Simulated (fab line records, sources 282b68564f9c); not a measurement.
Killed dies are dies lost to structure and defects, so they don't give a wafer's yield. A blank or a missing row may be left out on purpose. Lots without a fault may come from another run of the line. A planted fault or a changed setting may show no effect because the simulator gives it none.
fab line records | flow rit_cmos
record lots=6 wafers=18 last_day=7
route steps=202 shown NLDD@111 PLDD@114 M1@202
lots that met no fault: from a run of the same line without faults
start_h: hours from the record's first day to the start of the lot's first wafer shown | wait_h: hours since the lot's step before | " the same as in the row above | L1.1+2: a row that stands for several wafers | - no value, or no start given | * or withheld: withheld | < > ~ a bound
route shown NAME@n: a module of which the file shows steps, and the number in the route of the first | usual: mean/standard deviation of fault-free wafers | same: alike in all rows | chamber/n: place in a boat | sites: the reading at each site | _std_site: their standard deviation | _edge_site: outer sites' mean less inner sites' | radius_mm: how far each site lies from the wafer's centre | mask NAME#n: copy n | behind: the tool/chamber that last shaped the wafer | hold: why the lot was held/for how many hours/how that ended | device: the transistor (n, p or np) that didn't switch | end of line: the same wafers' tests at the end of the route | a step without rows: its recipe alone | killed: dies lost to structure and defects at the first sort, not the wafer's yield | map: a wafer's dies, x killed, . not, _ none there
set.NAME: the setting as run; set.NAME@STEP: as run at that earlier step | model.NAME: the simulator's own value behind a step, which no gauge read
lots at some steps of the route; a table a step, a row a wafer
services: from which hour (start_h, from the record's first day; less than 0 if before it) a tool's chamber was out of use, for how many hours, and why
## steps
# step RIT_NLDD_IMPLANT_08
# recipe species=P energy_kev=20 dose_cm2=5e+14 tilt_deg=7
# step RIT_NLDD_STRIP_09
# recipe chemistry=O2 time_s=180 resist=NOVOLAK platen_temp_c=withheld power_w=500 pressure_mtorr=4000 o2_flow_sccm=4000
# usual chamber_pressure_mTorr=4001/3.7 drypump_motor_current_A=5.8/0.36
# columns lot.wafer tool chamber start_h wait_h chamber_pressure_mTorr drypump_motor_current_A rf_hours_counter_h
L945.2 plasma_asher-04 1 53.93 0.1 3995 5.7 42
L945.3 " 1 " " 4005 5.7 -
L945.5 " 0 " " 3996 6.3 -
L952.4 plasma_asher-01 0 87.17 0.1 3999 5.7 -
L952.5 " 1 " " 4000 5.4 -
L952.6 " 0 " " 4000 5.7 -
L953.3 plasma_asher-02 1 92.10 0.1 4001 6.0 -
L953.5 " 1 " " 4003 6.0 -
L953.6 " 0 " " 4004 5.3 -
L955.3 plasma_asher-01 0 101.95 0.1 4007 5.8 -
L955.4 " 1 " " 4000 5.4 -
L955.5 " 1 " " 4002 5.4 -
L962.2 plasma_asher-02 0 134.74 0.1 3998 5.3 2
L962.4 " 1 " " 4000 6.0 -
L962.6 " 0 " " 4007 5.3 -
L964.1 plasma_asher-02 0 144.16 0.1 3998 5.3 3
L964.4 " 1 " " 3996 6.1 -
L964.6 " 1 " " 4003 6.1 -
# step RIT_NLDD_TW_MEAS_10
# usual NLDD_TW=2497/29
# columns lot.wafer tool chamber start_h wait_h NLDD_TW
L945.2 film_metro-02 - 54.12 0.1 2500
L945.3 " - " " 2498
L945.5 " - " " 2511
L952.4 film_metro-03 - 87.31 0.1 2461
L952.5 " - " " 2449
L952.6 " - " " 2455
L953.3 film_metro-02 - 92.24 0.1 2502
L953.5 " - " " 2509
L953.6 " - " " 2501
L955.3 film_metro-03 - 102.09 0.1 2473
L955.4 " - " " 2486
L955.5 " - " " 2462
L962.2 film_metro-03 - 134.92 0.1 2492
L962.4 " - " " 2489
L962.6 " - " " 2485
L964.1 film_metro-01 - 144.34 0.1 2553
L964.4 " - " " 2525
L964.6 " - " " 2541
# step RIT_PLDD_HMDS_00
# recipe prime_time_s=60 prime_temp_c=140
# step RIT_PLDD_COAT_01
# recipe resist=NOVOLAK spin_rpm=3250 resist_thk_nm=1000
# step RIT_PLDD_SOFTBAKE_02
# recipe resist=NOVOLAK temp_c=90 time_s=60
# step RIT_PLDD_EXPOSE_03
# recipe mask_id=M8 na=0.57 target_cd_nm=40900 dose_mj=250
# step RIT_PLDD_PEB_04
# recipe resist=NOVOLAK temp_c=withheld time_s=withheld
# step RIT_PLDD_DEVELOP_05
# recipe resist=NOVOLAK develop_time_s=50 dev_temp_c=23
# step RIT_PLDD_OVL_MEAS_06
# usual PLDD_OVL=-0.6/1.8
# columns lot.wafer tool chamber start_h wait_h PLDD_OVL[nm]
L945.2 overlay-02 - 55.26 - 1.2
L945.3 " - " " -1.0
L945.5 " - " " -0.9
L952.4 overlay-02 - 88.34 - -2.7
L952.5 " - " " -3.3
L952.6 " - " " -0.9
L953.3 overlay-01 - 93.14 - -3.0
L953.5 " - " " -3.2
L953.6 " - " " -2.0
L955.3 overlay-01 - 103.31 - -1.8
L955.4 " - " " -1.3
L955.5 " - " " -3.0
L962.2 overlay-02 - 135.83 - 1.6
L962.4 " - " " 2.6
L962.6 " - " " 0.5
L964.1 overlay-02 - 145.37 - -3.9
L964.4 " - " " -1.2
L964.6 " - " " -1.7
# step RIT_PLDD_HARDBAKE_07
# recipe resist=NOVOLAK temp_c=140 time_s=60
# step RIT_PLDD_IMPLANT_08
# recipe species=BF2 energy_kev=20 dose_cm2=9e+14 tilt_deg=7
# step RIT_PLDD_STRIP_09
# recipe chemistry=O2 time_s=180 resist=NOVOLAK platen_temp_c=withheld power_w=500 pressure_mtorr=4000 o2_flow_sccm=4000
# usual chamber_pressure_mTorr=4000/3.5 drypump_motor_current_A=5.4/0.41
# columns lot.wafer tool chamber start_h wait_h chamber_pressure_mTorr drypump_motor_current_A rf_hours_counter_h model.NOVOLAK_of_PLDD_COAT_01.thk_nm
L945.2 plasma_asher-02 1 55.59 0.1 4002 6.0 39 0
L945.3 " 0 " " 4002 5.3 - 0
L945.5 " 0 " " 4000 5.3 - 0
L952.4 plasma_asher-02 0 88.71 0.1 - - - 887.2
L952.5 " 1 " " - - - 888.6
L952.6 " 0 " " - - - 888.4
L953.3 plasma_asher-02 1 93.52 0.1 - - - 881.9
L953.5 " 1 " " - - - 884.3
L953.6 " 0 " " - - - 882.1
L955.3 plasma_asher-02 1 103.69 0.1 4001 6.0 - 0
L955.4 " 0 " " 4001 5.3 - 0
L955.5 " 1 " " 4004 6.0 - 0
L962.2 plasma_asher-02 1 136.16 0.1 3994 6.0 2 0
L962.4 " 0 " " 3996 5.3 - 0
L962.6 " 0 " " 3999 5.3 - 0
L964.1 plasma_asher-02 1 145.71 0.1 3999 6.1 3 0
L964.4 " 0 " " 4001 5.3 - 0
L964.6 " 0 " " 4004 5.3 - 0
# step RIT_PLDD_TW_MEAS_10
# usual PLDD_TW=2362/25
# columns lot.wafer tool chamber start_h wait_h PLDD_TW
L945.2 film_metro-02 - 55.78 0.1 2376
L945.3 " - " " 2343
L945.5 " - " " 2357
L952.4 film_metro-02 - 88.86 0.1 2365
L952.5 " - " " 2376
L952.6 " - " " 2360
L953.3 film_metro-01 - 93.66 0.1 2387
L953.5 " - " " 2377
L953.6 " - " " 2377
L955.3 film_metro-03 - 103.83 0.1 2325
L955.4 " - " " 2327
L955.5 " - " " 2333
L962.2 film_metro-01 - 136.35 0.1 2391
L962.4 " - " " 2393
L962.6 " - " " 2391
L964.1 film_metro-02 - 145.88 0.1 2359
L964.4 " - " " 2366
L964.6 " - " " 2359
# step RIT_M1_PROBE_99
# usual killed_at_contacts=0.1/0.31 killed_at_front_end=6.3/2.7 killed_dies=6.4/2.7 killed_on_rim=1.7/1.4 killed_open=3.3/2 killed_short=3/1.8
# same gross_dies=264 killed_at_M0_to_M3=0 killed_at_M4_up=0 killed_at_back_side=0 killed_at_other=0
# columns lot.wafer tool chamber start_h wait_h killed_at_contacts killed_at_front_end killed_dies killed_on_rim killed_open killed_short
L952.4 prober-01 - 104.02 0.2 0 264 264 70 2 0
L952.5 prober-01 - 104.07 0.2 0 264 264 70 4 4
L952.6 prober-01 - 104.12 0.2 0 264 264 70 2 4
L953.3 prober-02 - 107.47 0.2 0 264 264 70 3 2
L953.5 prober-02 - 107.57 0.2 1 263 264 70 3 1
L953.6 prober-02 - 107.62 0.2 0 264 264 70 4 2
# killed by level:class
L952.4 SPACER:area_cvd=262 GATE:geometric_particle:open=2
L952.5 SPACER:area_cvd=256 GATE:geometric_particle:short=2 SPACER:geometric_particle:short=2 FOX1:geometric_particle:open=1 FOX2:geometric_particle:open=1 GATE:geometric_particle:open=1 SPACER:geometric_particle:open=1
L952.6 SPACER:area_cvd=258 GATE:geometric_particle:open=2 FOX1:geometric_particle:short=1 FOX2:geometric_particle:short=1 GATE:geometric_particle:short=1 REOX:geometric_particle:short=1
L953.3 SPACER:area_cvd=259 GATE:geometric_particle:open=2 GATE:geometric_particle:short=1 SPACER:geometric_particle:open=1 SILICIDE:geometric_particle:short=1
L953.5 SPACER:area_cvd=260 FOX2:geometric_particle:open=1 GATE:geometric_particle:open=1 SPACER:geometric_particle:open=1 CONTACT:geometric_particle:short=1
L953.6 SPACER:area_cvd=258 GATE:geometric_particle:open=3 GATE:geometric_particle:short=1 REOX:geometric_particle:open=1 SILICIDE:geometric_particle:short=1
# map L952.4 (x killed, . not)
________xxxxxxx_______
_____xxxxxxxxxxxxx____
____xxxxxxxxxxxxxxx___
___xxxxxxxxxxxxxxxxx__
__xxxxxxxxxxxxxxxxxxx_
__xxxxxxxxxxxxxxxxxxx_
_xxxxxxxxxxxxxxxxxxxxx
_xxxxxxxxxxxxxxxxxxxxx
_xxxxxxxxxxxxxxxxxxxxx
_xxxxxxxxxxxxxxxxxxxxx
__xxxxxxxxxxxxxxxxxxx_
__xxxxxxxxxxxxxxxxxxx_
___xxxxxxxxxxxxxxxxx__
____xxxxxxxxxxxxxxx___
_____xxxxxxxxxxxxx____
________xxxxxxx_______
# map L953.3 (x killed, . not)
________xxxxxxx_______
_____xxxxxxxxxxxxx____
____xxxxxxxxxxxxxxx___
___xxxxxxxxxxxxxxxxx__
__xxxxxxxxxxxxxxxxxxx_
__xxxxxxxxxxxxxxxxxxx_
_xxxxxxxxxxxxxxxxxxxxx
_xxxxxxxxxxxxxxxxxxxxx
_xxxxxxxxxxxxxxxxxxxxx
_xxxxxxxxxxxxxxxxxxxxx
__xxxxxxxxxxxxxxxxxxx_
__xxxxxxxxxxxxxxxxxxx_
___xxxxxxxxxxxxxxxxx__
____xxxxxxxxxxxxxxx___
_____xxxxxxxxxxxxx____
________xxxxxxx_______
## services
# columns tool chamber start_h hours kind
plasma_asher-04 - 68.49 0.4 repair
plasma_asher-02 - 108.75 9.0 pm
plasma_asher-02 0 108.75 9.0 vent_cycle
plasma_asher-02 1 108.75 9.0 vent_cycle
plasma_asher-02 0 117.75 - clean
plasma_asher-02 1 117.75 - clean
plasma_asher-04 - 144.55 14.6 pm
## key
first_sign step=RIT_PLDD_STRIP_09 reading=tool_record direction=missing
effect step=RIT_M1_PROBE_99 reading=killed_dies direction=up sigmas=96 usual=6.4 struck=264
model_effect step=RIT_PLDD_STRIP_09 value=NOVOLAK_of_PLDD_COAT_01.thk_nm without=0 struck=885.4
more_kills_born_at RIT_SPACER_CVD_03@lpcvd-02=777 RIT_SPACER_CVD_03@lpcvd-01=776
met_at RIT_PLDD_STRIP_09
struck_wafers L952.4,L952.5,L952.6,L953.3,L953.5,L953.6
later_rows_left_out L952.4,L952.5,L952.6,L953.3,L953.5,L953.6
tester_left_out L952,L953
onset_between 55.59 88.71
fault kind=skipped_step_whole tool=plasma_asher-02 chamber=- onset_h=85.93 steps=RIT_PLDD_STRIP_09 scope=struck_lots_only
# tester_left_out: of these lots the tester's yield and bins aren't shown, on N5 and GAA mostly nor the transistor test; their killed dies are dies lost to structure and defects alone, not to doping, threshold or leakage, so they don't give the yield
# later_rows_left_out: the simulator's readings of these wafers behind a module that went badly wrong aren't trusted and aren't shown, but for the sort
